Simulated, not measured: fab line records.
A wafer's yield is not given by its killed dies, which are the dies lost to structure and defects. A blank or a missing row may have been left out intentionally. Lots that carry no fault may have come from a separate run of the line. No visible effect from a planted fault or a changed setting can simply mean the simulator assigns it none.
Split-lot experiment    flow berkeley cmos170    route with 331 steps; 5 lots, 23 wafers read

== THE SPLIT ==
At UCB170_NVT_COAT_01 (resist thk 900 nm), the setting spin rpm was moved away from the recipe's 1500 rpm on 7 of the 23 wafers read, by -7.4% to +6.4%. For the rest of the wafers, this setting stayed at what the recipe calls for.

The reading comes from the split's own step.

== THE READING ==
KrF_of_NVT_COAT_01.thk nm (the simulator's own value, which no gauge read), in nm, at UCB170_NVT_COAT_01 (resist thk 900 nm). No usual value for it is given in the file. Average 899.7 nm, standard deviation 2.5 nm, over the 16 wafers here run with the recipe.

wafer   tool, chamber at the split  spin rpm as run, rpm  against the recipe  KrF_of_NVT_COAT_01.thk nm, nm  against lot-mates on the recipe
L077.2  litho track-03, 0           1389                  -7.4%               936.8                          +34.6
L077.3  litho track-03, 0           1389                  -7.4%               942.2                          +40.0
L077.4  litho track-03, 0           1500                  recipe              903.2                          -
L077.5  litho track-03, 0           1389                  -7.4%               937.3                          +35.1
L077.6  litho track-03, 0           1500                  recipe              901.2                          -
L078.1  litho track-03, 0           1500                  recipe              901.4                          -
L078.2  litho track-03, 0           1500                  recipe              898.8                          -
L078.3  litho track-03, 0           1500                  recipe              897.4                          -
L078.4  litho track-03, 0           1500                  recipe              898.3                          -
L078.5  litho track-03, 0           1500                  recipe              898.9                          -
L082.2  litho track-02, 0           1500                  recipe              895.9                          -
L082.4  litho track-02, 0           1500                  recipe              897.2                          -
L082.5  litho track-02, 0           1500                  recipe              895.8                          -
L084.1  litho track-01, 0           1500                  recipe              902.4                          -
L084.2  litho track-01, 0           1596                  +6.4%               873.2                          -29.8
L084.4  litho track-01, 0           1596                  +6.4%               876.9                          -26.1
L084.5  litho track-01, 0           1500                  recipe              902.3                          -
L084.6  litho track-01, 0           1500                  recipe              904.3                          -
L083.1  litho track-03, 0           1500                  recipe              900.4                          -
L083.2  litho track-03, 0           1405                  -6.3%               928.7                          +29.4
L083.3  litho track-03, 0           1500                  recipe              899                            -
L083.5  litho track-03, 0           1500                  recipe              898.4                          -
L083.6  litho track-03, 0           1405                  -6.3%               930.9                          +31.6

THE FIT
A straight line over all 23 wafers: KrF_of_NVT_COAT_01.thk nm changes by -4.72 nm for each +1% of spin rpm; r = -0.98; the points scatter about the line by 3.2 nm.
The same after taking each lot's own level away (the mean of its wafers on the recipe; 23 wafers): -4.74 nm for each +1%; r = -1.00; scatter 1.7 nm.
That fit puts the effect of the largest move of spin rpm on the reading at 35 nm.
Measured against the standard deviation above, the lots' own levels, which go from 896.30 to 903.00 nm, span 2.7 times it.
Hence the lot-to-lot level has little effect on the slope; both slopes agree.
Check: +35.7 nm against its lot-mates is what the line predicts for one of the wafers moved furthest among these (-7.4%) when that wafer is left out of the fit. Against them it came out at +34.6 nm.

== FURTHER SPLITS ON THESE WAFERS ==
Before the reading, these wafers also passed through other splits. Each is held against what the fit with the lots' levels taken away leaves over:
other split on the same wafers    wafers away from the commonest value  r with KrF_of_NVT_COAT_01.thk nm (lot level and that fit taken away)
UCB170_START_OXIDATION_02 temp c  15                                    -0.21
UCB170_PWELL_OXIDATION_02 temp c  15                                    -0.12
UCB170_PWELL_CVD_05 time s        18                                    -0.03

== THE WHOLE CHAIN: every reading that the file lists as answering this split, in the file's order ==
step                 what it does       reading                                                                     change (the file's fit)               r (the file's)
UCB170_NVT_COAT_01   resist thk 900 nm  KrF_of_NVT_COAT_01.thk nm (the simulator's own value, which no gauge read)  -4.73 nm for each +1% of the setting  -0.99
UCB170_NVT_STRIP_08  strips in O2       strip time to endpoint s                                                    withheld for each +1% of the setting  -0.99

== FILE'S OWN FIT ==
KrF_of_NVT_COAT_01.thk nm changes by -4.73 nm for each +1% of spin rpm, r = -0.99.
